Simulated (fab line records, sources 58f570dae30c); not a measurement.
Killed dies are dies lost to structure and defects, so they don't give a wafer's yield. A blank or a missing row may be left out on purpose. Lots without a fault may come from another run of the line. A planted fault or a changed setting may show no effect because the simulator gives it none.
Chamber matching | flow berkeley_cmos170 | UCB170_NWELL_ETCH_13 on rie_diel-04: 4 sister chambers
The step etches Si3N4 in CH3F/Ar/O2, stops on SiO2, target depth 246.4 nm, time 154 s. 14 wafers are shown with their chamber, then 7 later ones without.

WAFERS WITH THEIR CHAMBER
wafer  | chamber | throttle_valve_pct (%) | oes_product_au (a.u.) | O2_flow_sccm (sccm)
L900.2 | 1       | 7.95                   | 0.904                 | 6.972
L900.3 | 0       | 7.89                   | 0.958                 | 6.998
L900.6 | 3       | 8.26                   | 0.911                 | 7.002
L901.2 | 1       | 7.92                   | 0.915                 | 6.988
L901.3 | 2       | 7.86                   | 0.925                 | 7.000
L901.6 | 0       | 7.89                   | 0.958                 | 6.998
L904.2 | 2       | 7.87                   | 0.940                 | 6.985
L904.4 | 3       | 8.26                   | 0.919                 | 6.973
L904.6 | 1       | 7.93                   | 0.912                 | 7.044
L906.2 | 1       | 7.94                   | 0.916                 | 7.021
L906.4 | 0       | 7.87                   | 0.960                 | 7.032
L906.5 | 0       | 7.89                   | 0.968                 | 7.022
L908.3 | 3       | 8.27                   | 0.919                 | 7.025
L908.5 | 3       | 8.28                   | 0.916                 | 7.019

SIGNATURES (means of the wafers above)
reading            | chamber 0 | chamber 1 | chamber 2 | chamber 3 | scatter within a chamber
throttle_valve_pct | 7.8850    | 7.9350    | 7.8650    | 8.2675    | 0.0106
oes_product_au     | 0.96100   | 0.91175   | 0.93250   | 0.91625   | 0.00559
O2_flow_sccm       | 7.01250   | 7.00625   | 6.99250   | 7.00475   | 0.024
Rule: a wafer's distance from a chamber is the root of the sum, over the readings, of the square of ((its reading less the chamber's mean) divided by the reading's scatter). The wafer belongs to the nearest chamber; if the next one is less than 2 further off, it can't be placed. The scatter: the root of (the sum of the squares of (reading less its chamber's mean) over the shown wafers, divided by (wafers less chambers)).

WAFERS WITHOUT THEIR CHAMBER
wafer  | throttle_valve_pct (%) | oes_product_au (a.u.) | O2_flow_sccm (sccm)
L908.6 | 7.86                   | 0.961                 | 7.008
L915.1 | 8.27                   | 0.918                 | 7.006
L915.2 | 7.93                   | 0.916                 | 6.987
L915.5 | 8.26                   | 0.925                 | 7.014
L916.2 | 7.87                   | 0.949                 | 6.997
L916.3 | 7.93                   | 0.919                 | 7.002
L916.6 | 8.29                   | 0.930                 | 6.998

WHICH CHAMBER EACH WENT THROUGH
wafer  | from the rows above     | in truth
L908.6 | 0                       | 0
L915.1 | 3                       | 3
L915.2 | 1                       | 1
L915.5 | 3                       | 3
L916.2 | can't be placed: 0 or 2 | 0
L916.3 | 1                       | 1
L916.6 | 3                       | 3
Placed correctly: 6 of 7. Can't be placed from these rows: 1 (the true chamber is among the candidates in 1). Placed wrongly: 0.
